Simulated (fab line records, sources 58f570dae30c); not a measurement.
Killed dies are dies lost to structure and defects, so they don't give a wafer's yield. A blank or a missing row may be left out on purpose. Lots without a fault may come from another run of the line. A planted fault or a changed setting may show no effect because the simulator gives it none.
Which tool did it? | flow berkeley_cmos170 | 14 lots, 42 wafers sampled, at 4 steps of a route of 331

WHAT THE GAUGES READ, wafer by wafer
UCB170_NWELL_TW_MEAS_16. Usual: NWELL_TW 1263, standard deviation 15.
lot  | measured    | on            | NWELL_TW       | flag
L463 | day 2 08:29 | film_metro-02 | 1271 1277 1275 |
L464 | day 2 19:00 | film_metro-04 | 1241 1239 1252 |
L466 | day 3 02:31 | film_metro-02 | 1279 1274 1282 |
L467 | day 3 02:35 | film_metro-04 | 1237 1244 1247 |
L468 | day 3 18:45 | film_metro-04 | 1241 1248 1245 |
L469 | day 4 00:05 | film_metro-04 | 1256 1257 1253 |
L471 | day 4 08:25 | film_metro-02 | 1274 1281 1274 |
L472 | day 4 17:45 | film_metro-02 | 1282 1285 1285 |
L473 | day 4 17:47 | film_metro-02 | 1276 1276 1272 |
L474 | day 5 03:36 | film_metro-02 | 1277 1282 1269 |
L476 | day 5 09:23 | film_metro-04 | 1253 1251 1248 |
L479 | day 5 19:49 | film_metro-04 | 1250 1248 1249 |
L481 | day 6 10:18 | film_metro-02 | 1441 1437 1429 | OFF
L482 | day 6 18:46 | film_metro-04 | 1399 1400 1393 | OFF

UCB170_V2_CD_MEAS_90: target cd 700 nm. Usual: cd_nm 700.3 nm, standard deviation 1.4.
lot  | measured     | on        | cd_nm (nm)        | flag
L463 | day 9 00:09  | cd_sem-01 | 701.5 701.3 700.4 |
L464 | day 9 17:04  | cd_sem-01 | 700.6 701.7 701.0 |
L466 | day 9 20:03  | cd_sem-02 | 700.9 702.2 700.7 |
L467 | day 9 18:53  | cd_sem-02 | 701.0 699.7 700.7 |
L468 | day 10 02:59 | cd_sem-02 | 701.5 702.8 702.1 |
L469 | day 10 19:23 | cd_sem-02 | 700.1 701.0 698.5 |
L471 | day 10 18:29 | cd_sem-02 | 700.2 698.2 698.7 |
L472 | day 10 22:57 | cd_sem-02 | 701.1 700.4 702.3 |
L473 | day 11 03:14 | cd_sem-02 | 700.4 701.4 700.9 |
L474 | day 11 09:08 | cd_sem-01 | 699.6 700.9 701.3 |
L476 | day 11 19:35 | cd_sem-02 | 698.8 699.8 700.6 |
L479 | day 11 23:46 | cd_sem-01 | 699.9 701.1 699.0 |
L481 | day 12 05:50 | cd_sem-01 | 698.3 701.6 700.6 |
L482 | day 13 04:01 | cd_sem-01 | 701.2 702.2 701.6 |

WHICH TOOL RAN EACH LOT (tool, then ch and the chambers of the sampled wafers, then the start)
lot  | UCB170_NWELL_IMPLANT_14        | UCB170_M2_STRIP_07
L463 | implanter-03 ch 0, day 2 08:16 | plasma_asher-01 ch 0,1, day 8 17:51
L464 | implanter-04 ch 0, day 2 18:45 | plasma_asher-01 ch 0,1, day 9 12:10
L466 | implanter-04 ch 0, day 3 02:17 | plasma_asher-04 ch 0,1, day 9 14:16
L467 | implanter-03 ch 0, day 3 02:22 | plasma_asher-01 ch 0,1, day 9 13:41
L468 | implanter-03 ch 0, day 3 18:30 | plasma_asher-01 ch 0,1, day 9 22:49
L469 | implanter-01 ch 0, day 3 23:50 | plasma_asher-04 ch 0,1, day 10 14:28
L471 | implanter-03 ch 0, day 4 08:08 | plasma_asher-03 ch 0,1, day 10 14:24
L472 | implanter-03 ch 0, day 4 17:07 | plasma_asher-04 ch 0,1, day 10 18:40
L473 | implanter-04 ch 0, day 4 17:32 | plasma_asher-04 ch 0,1, day 10 22:54
L474 | implanter-03 ch 0, day 5 03:22 | plasma_asher-03 ch 0,1, day 11 04:37
L476 | implanter-01 ch 0, day 5 09:09 | plasma_asher-03 ch 1, day 11 15:10
L479 | implanter-03 ch 0, day 5 19:36 | plasma_asher-04 ch 0,1, day 11 18:53
L481 | implanter-03 ch 0, day 6 10:04 | plasma_asher-04 ch 0,1, day 11 23:16
L482 | implanter-03 ch 0, day 6 18:32 | plasma_asher-01 ch 0,1, day 12 23:55
- UCB170_NWELL_IMPLANT_14
- UCB170_M2_STRIP_07: strips in O2.

WHAT THE TOOLS THEMSELVES READ (means of the sampled wafers that have a number; where no wafer has one, the mark that the record gives instead)
UCB170_NWELL_IMPLANT_14. Usual: dose_ions_cm2 1.0002e+13, standard deviation 1.2e+10; faraday_current_uA 31.7, standard deviation 0.61.
lot  | tool         | dose_ions_cm2 | faraday_current_uA | flag
L463 | implanter-03 | 9.9993e+12    | 32.1               |
L464 | implanter-04 | 1.0004e+13    | 31.8               |
L466 | implanter-04 | 1.0011e+13    | 31.3               |
L467 | implanter-03 | 1.0004e+13    | 31.9               |
L468 | implanter-03 | 9.9840e+12    | 31.3               |
L469 | implanter-01 | 1.0001e+13    | 31.6               |
L471 | implanter-03 | 1.0006e+13    | 31.4               |
L472 | implanter-03 | 1.0021e+13    | 31.8               |
L473 | implanter-04 | 1.0010e+13    | 31.2               |
L474 | implanter-03 | 1.0014e+13    | 32.0               |
L476 | implanter-01 | 9.9920e+12    | 31.4               |
L479 | implanter-03 | 1.0016e+13    | 31.1               |
L481 | implanter-03 | 1.4196e+13    | 45.2               | OFF
L482 | implanter-03 | 1.4207e+13    | 45.0               | OFF

UCB170_M2_STRIP_07. Usual: drypump_motor_current_A 6.07 A, standard deviation 0.27; oes_product_au 0.735 a.u., standard deviation 0.0048; strip_time_to_endpoint_s 21.97 s, standard deviation 0.054.
lot  | tool            | drypump_motor_current_A (A) | oes_product_au (a.u.) | strip_time_to_endpoint_s (s) | flag
L463 | plasma_asher-01 | 6.30                        | 0.738                 | 21.92                        |
L464 | plasma_asher-01 | 6.27                        | 0.736                 | 21.98                        |
L466 | plasma_asher-04 | 5.92                        | 0.733                 | 21.90                        |
L467 | plasma_asher-01 | 6.30                        | 0.730                 | 21.98                        |
L468 | plasma_asher-01 | 6.33                        | 0.733                 | 21.98                        |
L469 | plasma_asher-04 | 5.81                        | 0.739                 | 22.05                        |
L471 | plasma_asher-03 | 5.95                        | 0.739                 | 21.96                        |
L472 | plasma_asher-04 | 5.92                        | 0.731                 | 21.94                        |
L473 | plasma_asher-04 | 5.82                        | 0.736                 | 21.98                        |
L474 | plasma_asher-03 | 6.21                        | 0.735                 | 22.01                        |
L476 | plasma_asher-03 | 5.75                        | 0.737                 | 22.02                        |
L479 | plasma_asher-04 | 5.90                        | 0.739                 | 21.97                        |
L481 | plasma_asher-04 | 5.91                        | 0.742                 | 21.94                        |
L482 | plasma_asher-01 | 6.26                        | 0.739                 | 22.11                        |

THE ANSWER, worked out from the rows above alone
Rule: a lot is off if the mean of its wafers that have a number lies more than 3 standard deviations from the usual mean. A lot without any number at a reading at which 4 lots or more have one is off too. The other lots that the step has rows for count as sound. The gauges are gone through in route order, then the tools' own readings, and for those a lot's mean is taken as printed above. The first step at which some lot is off is used, and at that step the reading that is off furthest; a lot without a number counts as furthest.
Off: L481, L482, at UCB170_NWELL_TW_MEAS_16 (NWELL_TW).
A tool fits if, at a process step before that reading, it ran every lot that is off, and no sound lot after the first of them. The gauges at UCB170_NWELL_TW_MEAS_16 aren't tried: what is off there is off at UCB170_NWELL_IMPLANT_14 too, on other tools, and a gauge's error can't cause that. One fits: implanter-03 at UCB170_NWELL_IMPLANT_14. Its last sound lot is L479 (day 5 19:36), its first lot that is off L481 (day 6 10:04): a fault that began between those two fits.
The tool's own readings at UCB170_NWELL_IMPLANT_14 bear it out: on the lots that are off they differ by more than 5 times the standard deviation of the sound lots' means. dose_ions_cm2 reads 1.4202e+13 there against 1.0005e+13 on the sound lots; faraday_current_uA reads 45.1 there against 31.6 on the sound lots.

WHAT THE SIMULATOR HAD PUT IN
Process parameter drift: implanter-03, from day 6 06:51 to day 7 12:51, at UCB170_NWELL_IMPLANT_14. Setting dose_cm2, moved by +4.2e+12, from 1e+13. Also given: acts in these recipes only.
Lots struck among those shown: L481, L482. The rule above found the same.
